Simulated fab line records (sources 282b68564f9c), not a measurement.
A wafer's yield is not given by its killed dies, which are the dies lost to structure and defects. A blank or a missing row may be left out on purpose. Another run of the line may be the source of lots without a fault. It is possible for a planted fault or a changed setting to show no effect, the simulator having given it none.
2 desks, one fault    flow rit cmos    every desk sees just its own numbers, and what lay behind them comes last

## TOOL OWNER'S DESK, furnace-04
The tool's own readings at RIT_REOX_OXIDATION_03 (target thk 25.2 nm, ox time 5580 s): means of the sampled wafers that have a number, for each lot that ran on this tool. A lot is out of limits, marked OUT, if its mean lies more than 4 standard deviations from the usual mean; the brackets give that distance.
Columns: A = spike tc centre C at RIT_REOX_OXIDATION_03, usual 902.9 C; B = spike tc load C at RIT_REOX_OXIDATION_03, usual 925.7 C; C = spike tc source C at RIT_REOX_OXIDATION_03, usual 925.9 C; D = tube center temp C at RIT_REOX_OXIDATION_03, usual 899.99 C; E = tube_center_temp_C_max at RIT_REOX_OXIDATION_03, usual 902.3
lot   first seen here  A                 B                 C                 D                         E
L346  day 2 23:50      900.8             928.5             925.6             899.95                    902.5
L347  day 3 05:01      900.2             928.9             925.6             900.00                    902.0
L351  day 3 23:51      910.1 (+4.5) OUT  936.1 (+5.2) OUT  932.8 (+6.3) OUT  907.99 (+99 or more) OUT  910.5 (+24) OUT
L353  day 4 12:16      908.9             936.4 (+5.3) OUT  934.7 (+8.0) OUT  908.03 (+99 or more) OUT  910.5 (+23) OUT
Finding of this desk: L351, L353 out of limits; the first was L351 at day 3 23:51, on spike tc centre C at RIT_REOX_OXIDATION_03. Within limits: L346, L347.

## METROLOGY DESK
Means of the sampled wafers that have a number, per lot and without regard to the tool the lot ran on: this is what the gauges read. A lot is out of limits, marked OUT, if its mean lies more than 4 standard deviations from the usual mean; the brackets give that distance.
Columns: A = REOX_OXIDE_THK at RIT_REOX_THK_MEAS_04, usual 25.1 nm
lot   first seen here  A
L345  day 2 22:33      24.9
L346  day 3 02:23      25.0
L347  day 3 07:35      25.0
L351  day 4 02:25      27.6 (+5.8) OUT
L352  day 4 07:58      25.0
L353  day 4 14:49      26.8 (+4.0) OUT
L357  day 5 08:54      25.1
L358  day 5 11:28      24.9
L361  day 6 02:09      25.0
L363  day 6 14:36      25.3
L365  day 6 21:56      25.2
L366  day 7 02:16      24.7
L367  day 7 10:37      25.4
L368  day 7 12:55      25.3
Per this desk, out of limits: L351, L353; the first was L351, day 4 02:25 (REOX_OXIDE_THK at RIT_REOX_THK_MEAS_04). Within limits: L345, L346, L347, L352, L357, L358, L361, L363, L365, L366, L367, L368.

## BROUGHT TOGETHER
An alarm could have come from the tool owner's desk at day 3 23:51, on L351, L353.
Metrology desk: alarm possible at day 4 02:25 on L351, L353.
Every lot named ran RIT_REOX_OXIDATION_03 on furnace-04.

## WHAT HAD BEEN PUT IN BY THE SIMULATOR
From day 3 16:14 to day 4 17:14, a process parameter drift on furnace-04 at RIT_REOX_OXIDATION_03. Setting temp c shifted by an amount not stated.
Shown lots that were struck: L351, L353.
Counting hours from when the fault started, the first reading out of limits came at 8 for the tool owner's desk and at 10 for the metrology desk.
